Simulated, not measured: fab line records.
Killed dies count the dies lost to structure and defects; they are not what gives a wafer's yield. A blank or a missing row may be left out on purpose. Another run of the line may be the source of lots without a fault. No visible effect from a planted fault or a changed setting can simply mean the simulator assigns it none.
Which tool was responsible? -- flow rit_cmos -- Sampling: 15 lots, 45 wafers, 2 of 202 route steps

WHAT THE GAUGES SHOWED, per wafer
RIT_ACTIVE_BOW_MEAS_00.
lot,measured,on,INCOMING_BOW (um)
L312,day 1 10:01,film_metro-03,7 -6 7
L313,day 1 15:02,film_metro-01,-5 9 -12
L316,day 2 06:00,film_metro-03,0 -10 9
L317,day 2 11:01,film_metro-03,2 -7 -8
L318,day 2 16:02,film_metro-02,-10 6 0
L320,day 3 02:00,film_metro-02,3 -21 1
L322,day 3 12:00,film_metro-02,-2 -4 5
L323,day 3 17:01,film_metro-02,4 9 -5
L326,day 4 08:01,film_metro-01,-2 -2 3
L328,day 4 18:01,film_metro-02,-2 0 -14
L329,day 4 23:01,film_metro-01,5 -6 7
L330,day 5 04:02,film_metro-01,3 -2 -9
L331,day 5 09:02,film_metro-01,0 -6 1
L333,day 5 19:00,film_metro-01,13 -1 -3
L334,day 6 00:00,film_metro-02,17 4 -2

RIT_NWELL_OVL_MEAS_06.
lot,measured,on,NWELL_OVL (nm)
L312,day 1 21:22,overlay-01,0.3 0.8 1.4
L313,day 2 01:40,overlay-01,1.4 1.1 -0.5
L316,day 2 16:55,overlay-01,0.3 0.5 -0.2
L317,day 2 21:23,overlay-02,0.2 1.8 2.3
L318,day 3 02:12,overlay-02,1.8 0.4 -0.2
L320,day 3 12:29,overlay-01,0.3 0.7 0.5
L322,day 3 22:19,overlay-01,-0.2 -1.0 -1.7
L323,day 4 03:24,overlay-02,-0.5 0.1 -1.0
L326,day 4 18:12,overlay-01,1.7 2.1 2.8
L328,day 5 05:11,overlay-02,1.0 0.1 -0.2
L329,day 5 11:38,overlay-01,0.7 1.2 0.1
L330,day 5 16:49,overlay-01,-1.4 -1.1 -1.9
L331,day 5 19:44,overlay-01,1.1 -0.9 0.7
L333,day 6 05:23,overlay-01,1.8 1.6 1.5
L334,day 6 10:57,overlay-02,0.7 2.3 0.6

WHICH TOOL RAN EACH LOT (tool, then ch and the chambers of the sampled wafers, then the start)
Record: no process step prior to these readings.

AS READ BY THE TOOLS THEMSELVES (means over the sampled wafers that have a number; for cases with no such wafer, the mark the record gives instead)
The record holds no such reading with a usual standard deviation.

THE ANSWER, worked out from the rows above alone
Rule: usual is defined by the lots themselves. The widest of any qualifying gaps counts: lots, ordered by their means at a reading, are off when they make up no more than a third of the lots, leave a main group of 4 or more, and stand apart from it by 3 or more times the standard deviation of that group's means. Not used: any main group whose means are identical at the precision the tables above print for the reading. Also off: a lot with no number at a reading for which 4 or more lots have one. The other lots that the step has rows for count as sound. First the gauges in route order, then the tools' own readings, where a lot's mean is used as printed above. The first step at which some lot is off is used, and at that step the reading that is off furthest; a lot without a number counts as furthest.
No lot is off on any of the readings shown, so nothing can be concluded from this.

WHAT WAS PUT IN BY THE SIMULATOR
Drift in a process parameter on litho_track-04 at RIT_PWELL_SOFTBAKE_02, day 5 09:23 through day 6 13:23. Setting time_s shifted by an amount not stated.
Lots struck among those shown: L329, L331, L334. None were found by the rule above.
